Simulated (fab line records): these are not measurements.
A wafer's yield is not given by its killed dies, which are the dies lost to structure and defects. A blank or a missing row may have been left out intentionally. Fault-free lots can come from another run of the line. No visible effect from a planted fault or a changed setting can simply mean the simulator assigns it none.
What tool caused it? -- flow berkeley-cmos170 -- 14 lots, 42 wafers sampled, at 3 steps of a route of 331

== WHAT THE GAUGES SHOWED, per wafer ==
UCB170_PVT_OVL_MEAS_06.
lot,measured,on,PVT_OVL (nm)
L843,day 6 10:59,overlay-02,-6 -2 -10
L844,day 6 18:34,overlay-02,-3 3 -4
L847,day 7 06:44,overlay-02,1 5 6
L846,day 7 07:00,overlay-02,-12 0 -4
L848,day 7 18:54,overlay-02,-8 -5 -5
L852,day 8 10:58,overlay-02,-3 -1 0
L851,day 8 11:36,overlay-01,-5 1 2
L855,day 8 14:59,overlay-02,4 1 5
L854,day 8 15:03,overlay-01,-2 -1 -3
L857,day 9 16:03,overlay-02,-6 -4 -8
L858,day 9 16:20,overlay-01,-3 1 -3
L862,day 10 16:59,overlay-01,10 10 11
L864,day 10 17:43,overlay-01,6 -5 -3
L865,day 11 07:59,overlay-02,-4 -3 -4

UCB170_GATE_THK_MEAS_05.
lot,measured,on,GATE_POLY_THK (nm)
L843,day 7 00:44,film-metro-01,213.8 214.1 213.5
L844,day 7 09:47,film-metro-02,216.1 215.5 215.2
L847,day 7 21:05,film-metro-02,216.2 217.9 218.0
L846,day 7 21:05,film-metro-01,215.4 215.6 214.3
L848,day 8 02:52,film-metro-02,217.1 216.0 216.5
L852,day 8 21:23,film-metro-01,212.1 214.5 216.0
L851,day 8 21:24,film-metro-03,216.2 214.8 214.0
L855,day 9 04:33,film-metro-02,214.8 214.4 216.2
L854,day 9 04:34,film-metro-01,214.7 214.7 213.5
L857,day 10 06:40,film-metro-02,218.5 218.4 219.2
L858,day 10 06:38,film-metro-02,213.6 214.9 215.3
L862,day 11 07:55,film-metro-02,215.6 217.4 216.3
L864,day 11 07:59,film-metro-02,215.4 216.8 215.2
L865,day 11 19:26,film-metro-01,214.5 214.5 213.3

UCB170_GATE_CD_MEAS_90: the cd target is 350 nm.
lot,measured,on,cd-nm (nm)
L843,day 7 02:56,cd-sem-02,351.0 354.0 353.5
L844,day 7 11:10,cd-sem-01,351.5 353.0 351.6
L847,day 7 23:04,cd-sem-01,353.0 351.0 352.0
L846,day 7 22:50,cd-sem-02,349.6 349.2 350.4
L848,day 8 05:51,cd-sem-01,350.2 352.1 350.2
L852,day 8 23:09,cd-sem-01,350.2 351.6 351.0
L851,day 8 23:25,cd-sem-02,349.5 349.6 350.4
L855,day 9 06:11,cd-sem-01,351.8 350.4 350.7
L854,day 9 06:18,cd-sem-02,350.9 349.7 349.6
L857,day 10 08:36,cd-sem-02,347.7 348.2 348.0
L858,day 10 08:14,cd-sem-02,349.9 350.5 350.7
L862,day 11 09:13,cd-sem-02,350.2 350.7 349.7
L864,day 11 10:50,cd-sem-01,352.3 351.2 348.9
L865,day 11 20:59,cd-sem-02,349.3 349.6 348.6

== WHICH TOOL RAN EACH LOT (tool, then ch and the chambers of the sampled wafers, then the start) ==
The record shows no process step preceding these readings.

== AS READ BY THE TOOLS THEMSELVES (means over the sampled wafers that have a number; for cases with no such wafer, the mark the record gives instead) ==
The record holds no such reading with a usual standard deviation.

== THE ANSWER, worked out from the rows above alone ==
Rule: what is usual is taken from the lots themselves. The widest of any qualifying gaps counts: lots, ordered by their means at a reading, are off when they make up no more than a third of the lots, leave a main group of 4 or more, and stand apart from it by 3 or more times the standard deviation of that group's means. The tables above print the reading to a certain number of digits; a main group whose means all agree to those digits is not used. Also off: a lot with no number at a reading for which 4 or more lots have one. Where the step has rows for the other lots, those lots are counted as sound. The gauges are gone through in route order, then the tools' own readings, and for those a lot's mean is taken as printed above. The first step at which some lot is off is used, and at that step the reading that is off furthest; a lot without a number counts as furthest.
No lot is off on any of the readings shown, so nothing can be concluded from this.

== WHAT THE SIMULATOR HAD PUT IN ==
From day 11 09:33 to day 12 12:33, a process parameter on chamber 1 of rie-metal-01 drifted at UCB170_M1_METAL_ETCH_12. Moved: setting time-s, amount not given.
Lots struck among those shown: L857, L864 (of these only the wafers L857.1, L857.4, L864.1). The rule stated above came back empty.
